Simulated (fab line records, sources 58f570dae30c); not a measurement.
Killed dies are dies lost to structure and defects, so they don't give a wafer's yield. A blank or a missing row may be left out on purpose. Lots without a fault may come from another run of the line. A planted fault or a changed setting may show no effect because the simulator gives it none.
Chamber matching | flow berkeley_cmos170 | UCB170_GATE_ETCH_15 on rie_si-02: 4 sister chambers
The step etches poly-Si in HBr/Cl2, stops on SiO2, time 56.3 s, target depth 278.2 nm. 4 wafers are shown with their chamber, then 7 later ones without.

WAFERS WITH THEIR CHAMBER
wafer  | chamber | drypump_motor_current_A (A)
L534.4 | 0       | 6.2
L534.6 | 1       | 5.4
L536.1 | 2       | 5.3
L536.4 | 3       | 5.7

WAFERS WITHOUT THEIR CHAMBER
wafer  | drypump_motor_current_A (A)
L536.5 | 6.2
L538.2 | 5.5
L538.4 | 6.2
L538.6 | 5.4
L539.3 | 6.2
L539.5 | 5.3
L539.6 | 5.4

WHICH CHAMBER EACH WENT THROUGH
wafer  | from the rows above | in truth
L536.5 | 0                   | 0
L538.2 | 1                   | 1
L538.4 | 0                   | 0
L538.6 | 1                   | 1
L539.3 | 0                   | 0
L539.5 | 2                   | 2
L539.6 | 1                   | 1
Placed correctly: 7 of 7. Can't be placed from these rows: 0. Placed wrongly: 0.
How it was worked out, from the rows above alone: a wafer's distance from a chamber is the root of the sum, over the readings, of the square of ((its reading less the chamber's mean) divided by the reading's scatter). The wafer belongs to the nearest chamber; if the next one is less than 2 further off, it can't be placed. A chamber's mean is the mean of its shown wafers. The scatter: with one shown wafer a chamber, the root of the mean of the squares of how far each hidden wafer lies from its nearest shown one.
